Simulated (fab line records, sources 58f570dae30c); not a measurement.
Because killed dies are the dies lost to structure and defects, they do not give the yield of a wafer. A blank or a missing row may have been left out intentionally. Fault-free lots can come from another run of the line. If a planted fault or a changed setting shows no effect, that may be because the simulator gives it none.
Which tool was responsible?	flow berkeleyCmos170	at 1 step of a route of 331, 7 lots with 21 wafers sampled

WHAT THE GAUGES READ, wafer by wafer
UCB170_M2_CD_MEAS_90: the cd target is 700 nm.
lot	measured	on	cdNm (nm)
L398	day 8 20:55	cdSem-01	699 701 700
L402	day 11 03:04	cdSem-02	702 703 700
L404	day 11 05:12	cdSem-02	703 699 700
L409	day 12 05:08	cdSem-02	702 702 702
L412	day 12 21:05	cdSem-02	697 697 693
L415	day 13 11:38	cdSem-02	698 697 698
L417	day 13 13:21	cdSem-02	692 693 693

EACH LOT AND THE TOOL THAT RAN IT (in order: tool; ch and the chambers of the sampled wafers; start)
The record shows no process step preceding these readings.

THE ANSWER, worked out from the rows above alone
Rule: what is usual is taken from the lots themselves. Put in order of their means at a reading, lots are off if they are a third of the lots or fewer, leave a main group of 4 or more, and stand apart from it by a gap of 3 or more times the standard deviation of the main group's means; of several such gaps the widest counts. A main group whose means are all the same, to the digits that the tables above print for the reading, isn't used. A lot without any number at a reading at which 4 lots or more have one is off too. All remaining lots with rows at the step are treated as sound.
None of the lots is off at any reading shown; this tells nothing.

WHAT WAS PUT IN BY THE SIMULATOR
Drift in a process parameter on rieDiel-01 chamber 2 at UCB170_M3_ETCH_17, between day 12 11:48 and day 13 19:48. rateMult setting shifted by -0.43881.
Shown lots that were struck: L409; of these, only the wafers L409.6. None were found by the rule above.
